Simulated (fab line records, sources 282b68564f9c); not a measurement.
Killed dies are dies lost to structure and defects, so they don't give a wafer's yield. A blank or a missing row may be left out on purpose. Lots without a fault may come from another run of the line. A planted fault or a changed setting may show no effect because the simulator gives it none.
Problem report in the 8D (eight disciplines) form, filled by code | flow rit_cmos | the parts of the form that need people (team, actions taken, sign-off) are left out

1. THE PROBLEM
killed_at_front_end at RIT_M1_PROBE_99 reads a mean of 185.0 on 9 wafers of 3 lots; wafers without a fault read 7.1 with a standard deviation of 2.8. That is +64 standard deviations from the usual mean.
First seen on wafer L291.2, day 5 14:33, on prober-02. The record holds 12 wafers of 4 lots with a number at this step. Rule for "out", or "out of limits": more than 4 standard deviations from the usual mean. The other wafers with a number count as sound.

2. WHAT IT IS AND WHAT IT IS NOT
question                    | is                                              | is not
which readings at this step | killed_at_front_end, killed_dies, killed_on_rim | killed_at_contacts, killed_open, killed_short
which lots                  | L291, L294, L295                                | L290
which wafers of those lots  | all that have a number                          | -
read on which tools         | prober-01, prober-02                            | -
when                        | from day 5 14:33                                | up to then (3 sound wafers)

3. SUSPECTS, AND WHAT RULES EACH OUT
Counting: a tool at a process step up to the reading stays a suspect if it ran every lot that is out and no sound lot after the first of them.
- furnace-04 at RIT_ACTIVE_OXIDATION_01 (target thk 46.8 nm, ox time 3360 s): kept. It ran every lot that is out, first L291 (day 3 03:22), and no sound lot after that; its last sound lot up to then is L290 (day 2 21:44).
Left after counting: furnace-04 at RIT_ACTIVE_OXIDATION_01.

4. THE CAUSE (what the simulator had put in)
Chamber particle source: furnace-04, from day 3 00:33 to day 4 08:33, at RIT_ACTIVE_OXIDATION_01. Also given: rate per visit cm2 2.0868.
Counting left only this tool.

5. THE CHAIN OF EFFECTS, in route order
Each row: a reading whose mean over the struck wafers that have a number lies more than 3 standard deviations from the usual. Only readings for which the record gives a usual standard deviation are gone through. hours: the time from each lot's start at the first step in this table that gives one to its start at this step, as a median over the lots. sigmas: the change in usual standard deviations.
hours | step            | reading             | usual | on struck wafers | change | sigmas
0     | RIT_M1_PROBE_99 | killed_at_front_end | 7.1   | 185.0            | +177.9 | +64
0     | RIT_M1_PROBE_99 | killed_dies         | 7.1   | 185.0            | +177.9 | +61
0     | RIT_M1_PROBE_99 | killed_on_rim       | 1.9   | 50.6             | +48.7  | +32
The process steps in it:
- RIT_M1_PROBE_99

6. WHAT WOULD HAVE CAUGHT IT SOONER
In this record the first reading out of limits was taken at day 5 14:33, 62 hours after the fault began at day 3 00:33.
All the lots that are out (3) had begun RIT_ACTIVE_OXIDATION_01 on furnace-04 by day 5 14:33. A hold on the tool at that time would have spared none of them.
